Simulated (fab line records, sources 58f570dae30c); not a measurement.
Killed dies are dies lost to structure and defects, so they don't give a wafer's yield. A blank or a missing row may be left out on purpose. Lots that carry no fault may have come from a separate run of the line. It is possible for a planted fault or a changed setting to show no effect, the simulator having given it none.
2 desks, one fault | flow berkeley-cmos170 | only its own numbers are on each desk; what lay behind them is given at the end

## DESK OF THE TOOL OWNER: implanter-02
The tool's own readings at UCB170_NLDD_IMPLANT_08, given as means over the sampled wafers that have a number, one for each lot that went through this tool. Any lot whose mean is over 4 standard deviations away from the usual mean is out of limits and marked OUT; that distance is given in the brackets.
Columns: A = tilt-deg at UCB170_NLDD_IMPLANT_08, usual 7.001 degrees
lot  | first seen here | A
L411 | day 7 13:40     | 7.004
L414 | day 7 22:37     | 7.008
L425 | day 10 15:06    | 6.222 (-39) OUT
L428 | day 11 02:54    | 6.259 (-37) OUT
This desk finds L425, L428 out of limits, L425 being first, at day 10 15:06 (tilt-deg at UCB170_NLDD_IMPLANT_08). L411, L414: within limits.

## FROM THE METROLOGY DESK
What the gauges read, lot by lot, whatever tool the lot ran on: means of the sampled wafers that have a number. Any lot whose mean is over 4 standard deviations away from the usual mean is out of limits and marked OUT; that distance is given in the brackets.
Columns: A = FIELD_OXIDE_LEFT_2_THK at UCB170_FIELD_THK_MEAS_91, usual 353 nm; B = cd-nm at UCB170_NLDD_CD_MEAS_06, usual 1200.0 nm; C = NLDD_RS at UCB170_SDANNEAL_RS_MEAS_05, usual 615.7 ohm/sq
lot  | first seen here | A   | B      | C
L405 | day 5 10:20     | 363 | 1198.2 | 614.6
L406 | day 5 23:59     | 337 | 1199.9 | 616.6
L409 | day 6 19:10     | 353 | 1201.0 | 615.7
L411 | day 6 22:28     | 351 | 1197.3 | 616.4
L412 | day 6 22:44     | 348 | 1201.9 | 616.3
L414 | day 7 06:07     | 341 | 1200.3 | 616.3
L413 | day 7 06:22     | 357 | 1199.0 | 615.4
L416 | day 7 19:04     | 351 | 1198.8 | 614.9
L419 | day 8 11:29     | 353 | 1199.9 | 617.8
L418 | day 8 11:37     | 347 | 1201.4 | 614.5
L422 | day 8 20:18     | 359 | 1200.1 | 616.0
L425 | day 9 21:43     | 348 | 1199.2 | 610.3 (-4.1) OUT
L427 | day 9 21:58     | 351 | 1199.3 | 617.3
L428 | day 10 13:12    | 346 | 1198.4 | 611.3
This desk's finding: out of limits on L425; first on L425, day 11 00:58 (NLDD_RS at UCB170_SDANNEAL_RS_MEAS_05). L405, L406, L409, L411, L412, L414, L413, L416, L419, L418, L422, L427, L428: within limits.

## ALL TOGETHER
An alarm could have come from the tool owner's desk at day 10 15:06, on L425, L428.
L425 would have let the metrology desk raise an alarm at day 11 00:58.
The metrology desk has L428 on record, within its limits.
On implanter-02, each named lot ran UCB170_NLDD_IMPLANT_08.

## WHAT HAD BEEN PUT IN BY THE SIMULATOR
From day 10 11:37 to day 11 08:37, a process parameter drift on implanter-02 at UCB170_NLDD_IMPLANT_08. From 7, the setting tilt-deg moved by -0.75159. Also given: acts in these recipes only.
Struck lots among those shown: L425, L428.
Hours from the fault's start to each desk's first reading out of limits: the tool owner's desk, 3; the metrology desk, 13.
